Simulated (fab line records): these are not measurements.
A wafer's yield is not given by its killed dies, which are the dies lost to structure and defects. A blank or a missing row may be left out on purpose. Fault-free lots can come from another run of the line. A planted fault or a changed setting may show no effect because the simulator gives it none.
Comparing a struck lot with a sound one || flow rit cmos || 43 steps out of a route of 202
Sound: the wafers L753.1, L753.2, L753.5. Struck: wafer L764.2 (left out: L764.3, L764.6 of the same lot, which were not struck); the cause appears at the end.
At each step with rows: each side's tool, then ch and its chambers, then its first start. Under that, the readings that differ: sound wafers || struck wafers || difference of the means || sigmas: that difference in standard deviations of wafers without a fault.
alike: readings with means less than 2 such deviations apart, plus words and numbers identical on both sides. not compared: withheld readings, readings lacking a value on some wafer, bounds such as >300 that could conceal the same value, and numbers that have no deviation in the record and whose values overlap.
Wherever a step has rows on one side only, a row that says differs or no value, or a row with sigmas, the two part there. Numbers that don't overlap but have no deviation are shown without sigmas and don't part them. A reading missing from all wafers of one side parts the sides only when that side holds two or more wafers.

first, 2 steps without rows for these wafers: RIT_FOX2_CLEAN_02 (cleans in dHF, time 180 s); RIT_FOX2_WET_ETCH_03 (etches Si3N4 in H3PO4, target depth 195 nm, time 2659 s).
RIT_FOX2_THK_MEAS_90:
  sound on film metro-01 at day 2 19:20; struck on film metro-03 at day 5 03:26
  alike: FIELD_OXIDE_LEFT_1_THK
then, 6 steps without rows for these wafers: RIT_NWELL_HMDS_00 (prime time 60 s); RIT_NWELL_COAT_01 (resist thk 1300 nm); RIT_NWELL_SOFTBAKE_02 (time 60 s); RIT_NWELL_EXPOSE_03 (exposes mask M2, target cd 43900 nm); RIT_NWELL_PEB_04; RIT_NWELL_DEVELOP_05 (develop time 68 s).
RIT_NWELL_OVL_MEAS_06:
  sound on overlay-01 at day 2 20:28; struck on overlay-02 at day 5 04:22
  alike: NWELL_OVL
then, 2 steps without rows for these wafers: RIT_NWELL_HARDBAKE_07 (time 120 s); RIT_NWELL_IMPLANT_08.
RIT_NWELL_STRIP_09: strips in O2, time 180 s.
  sound on plasma asher-02 ch 0,1, day 2 20:55; struck on plasma asher-01 ch 0, day 5 04:53
  alike: drypump motor current A
  not compared: rf hours counter h
RIT_NWELL_TW_MEAS_10:
  sound on film metro-01 at day 2 21:05; struck on film metro-04 at day 5 05:04
  alike: NWELL_TW
then, 6 steps without rows for these wafers: RIT_PWELL_HMDS_00 (prime time 60 s); RIT_PWELL_COAT_01 (resist thk 1300 nm); RIT_PWELL_SOFTBAKE_02 (time 60 s); RIT_PWELL_EXPOSE_03 (exposes mask M3, target cd 43700 nm); RIT_PWELL_PEB_04; RIT_PWELL_DEVELOP_05 (develop time 68 s).
RIT_PWELL_OVL_MEAS_06:
  sound on overlay-01 at day 2 22:09; struck on overlay-02 at day 5 06:08
  alike: PWELL_OVL
then, 2 steps without rows for these wafers: RIT_PWELL_HARDBAKE_07 (time 120 s); RIT_PWELL_IMPLANT_08.
RIT_PWELL_STRIP_09: strips in O2, time 180 s.
  sound on plasma asher-03 ch 0,1, day 2 22:35; struck on plasma asher-01 ch 0, day 5 06:34
  alike: drypump motor current A
  not compared: rf hours counter h
RIT_PWELL_TW_MEAS_10:
  sound on film metro-03 at day 2 22:46; struck on film metro-03 at day 5 06:45
  alike: PWELL_TW
then, 1 step without rows for these wafers: RIT_WELLDRIVE_ANNEAL_00 (time 14700 s).
RIT_WELLDRIVE_RS_MEAS_01: measurement is done with a four-point probe.
  sound on film metro-01 at day 3 05:37; struck on film metro-03 at day 5 14:05
  alike: NWELL_RS
RIT_WELLDRIVE_RS_MEAS_02: measurement is done with a four-point probe.
  sound on film metro-01 at day 3 05:44; struck on film metro-03 at day 5 14:12
{"reading": "PWELL_RS (ohm/sq)", "sound": "428.1 429.7 429.1", "struck": 432.7, "difference": "+3.7", "sigmas": "+3"}
then, 6 steps without rows for these wafers: RIT_NRETRO_HMDS_00 (prime time 60 s); RIT_NRETRO_COAT_01 (resist thk 1300 nm); RIT_NRETRO_SOFTBAKE_02 (time 60 s); RIT_NRETRO_EXPOSE_03 (exposes mask M4, target cd 43900 nm); RIT_NRETRO_PEB_04; RIT_NRETRO_DEVELOP_05 (develop time 68 s).
RIT_NRETRO_OVL_MEAS_06:
  sound on overlay-01 at day 3 06:44; struck on overlay-01 at day 5 15:34
  alike: NRETRO_OVL
then, 2 steps without rows for these wafers: RIT_NRETRO_HARDBAKE_07 (time 120 s); RIT_NRETRO_IMPLANT_08.
RIT_NRETRO_STRIP_09: strips in O2, time 180 s.
  sound on plasma asher-03 ch 0,1, day 3 07:10; struck on plasma asher-03 ch 0, day 5 16:00
  alike: drypump motor current A
  not compared: rf hours counter h
RIT_NRETRO_TW_MEAS_10:
  sound on film metro-04 at day 3 07:20; struck on film metro-03 at day 5 16:11
  alike: NRETRO_TW
then, 3 steps without rows for these wafers: RIT_PRETRO_HMDS_00 (prime time 60 s); RIT_PRETRO_COAT_01 (resist thk 1300 nm); RIT_PRETRO_SOFTBAKE_02 (time 60 s).
RIT_M1_PROBE_99:
  sound on prober-02 at day 4 14:29; struck on prober-01 at day 6 22:10
{"reading": "killed at front end", "sound": "5 3 8", "struck": 41, "difference": "+36", "sigmas": "+11"}
{"reading": "killed dies", "sound": "5 3 8", "struck": 41, "difference": "+36", "sigmas": "+11"}
  alike: killed_at_M0_to_M3, killed open, killed short

== WHERE THEY PART ==
Earliest at RIT_WELLDRIVE_RS_MEAS_02; latest, in this record, at RIT_M1_PROBE_99.

WHY: what the simulator had put in
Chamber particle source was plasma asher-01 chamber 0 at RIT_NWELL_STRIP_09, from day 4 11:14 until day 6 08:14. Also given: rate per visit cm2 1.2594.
